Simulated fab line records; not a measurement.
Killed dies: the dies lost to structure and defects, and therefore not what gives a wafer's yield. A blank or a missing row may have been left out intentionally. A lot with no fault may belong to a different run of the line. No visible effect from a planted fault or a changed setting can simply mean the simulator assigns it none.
Problem report in the 8D (eight disciplines) form, filled by code | flow rit-cmos | the parts of the form that need people (team, actions taken, sign-off) are left out

== 1. PROBLEM STATEMENT ==
Wafers free of any fault read 954 (standard deviation 15) for PWELL_TW at RIT_PWELL_TW_MEAS_10, against a mean of 862 on 6 wafers of 2 lots. That is -6.1 standard deviations from the usual mean.
First seen on wafer L946.1, day 3 10:28, on film-metro-03. Wafers with a number at this step in the record: 39, from 13 lots. Rule for "out", or "out of limits": more than 4 standard deviations from the usual mean. All remaining wafers that have a number are taken as sound.

== 2. WHAT IT IS AND WHAT IT IS NOT ==
question                    | is                     | is not
which readings at this step | PWELL_TW               | -
which lots                  | L946, L948             | L939, L940, L941, L942, L943, L947, L953, L956, L958, L960, L961
which wafers of those lots  | all that have a number | -
read on which gauges        | film-metro-03          | film-metro-01, film-metro-04
when                        | from day 3 10:28       | up to then (15 sound wafers); but 18 sound wafers of L947, L953, L956, L958, L960, L961 came after

== 3. SUSPECTS, AND WHAT RULES EACH OUT ==
Counting: a tool stays on the suspect list if, at a process step up to the reading, it processed all lots that are out and no sound lot following the first of them.
- the gauge at RIT_PWELL_TW_MEAS_10 has been ruled out. All the wafers that are out were read on film-metro-03, but those of them that RIT_PWELL_IMPLANT_08 has rows for are out there too, on other tools.
- implanter-04 at RIT_PWELL_IMPLANT_08: kept. It ran every lot that is out, first L946 (day 3 10:08), and no sound lot after that. On those wafers its own readings are out: dose-ions-cm2, faraday-current-uA.
The count leaves implanter-04 at RIT_PWELL_IMPLANT_08.

== 4. THE CAUSE (what the simulator had put in) ==
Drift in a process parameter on implanter-04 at RIT_PWELL_IMPLANT_08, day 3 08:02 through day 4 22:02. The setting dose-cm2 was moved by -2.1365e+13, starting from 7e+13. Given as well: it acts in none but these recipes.
This tool alone remained once counting was done.

== 5. THE EFFECT CHAIN, in route order ==
Rows list readings where the struck wafers' mean (over those with a number) sits beyond 3 standard deviations from the usual. Only readings whose record carries a usual standard deviation are examined. hours: median over the lots of the time between each lot's start at the first step of this table that gives one and its start at this step. sigmas: the change, counted in usual standard deviations.
hours | step                     | reading            | usual        | on struck wafers | change | sigmas
0     | RIT_PWELL_IMPLANT_08     | dose-ions-cm2      | 7e+13        | 5e+13            | -2e+13 | -99 or more
0     | RIT_PWELL_IMPLANT_08     | faraday-current-uA | 223          | 155              | -68    | -15
0     | RIT_PWELL_TW_MEAS_10     | PWELL_TW           | 954          | 862              | -92    | -6.1
6     | RIT_WELLDRIVE_RS_MEAS_02 | PWELL_RS           | 429.3 ohm/sq | 542.2            | +112.9 | +99 or more
Here are the process steps it includes:
- RIT_PWELL_IMPLANT_08
At these later measuring or inspecting steps, every struck wafer for which the step has a row has a number for every such reading, and none has moved that far: RIT_NRETRO_TW_MEAS_10, RIT_NLDD_TW_MEAS_10.

== 6. HOW IT WOULD HAVE BEEN CAUGHT EARLIER ==
Counted from the fault's start at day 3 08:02, it took 2 hours until the first out-of-limits reading at a measuring or inspecting step in this record, taken at day 3 10:28.
At RIT_PWELL_IMPLANT_08, the tool's own readings (dose-ions-cm2, faraday-current-uA) were out on each struck wafer the step has a row for, so an alarm limit on them would have fired on the first such wafer.
L948, from the lots that are out (2), started RIT_PWELL_IMPLANT_08 on implanter-04 later than day 3 10:28. A tool hold placed at that time would have kept it from harm.
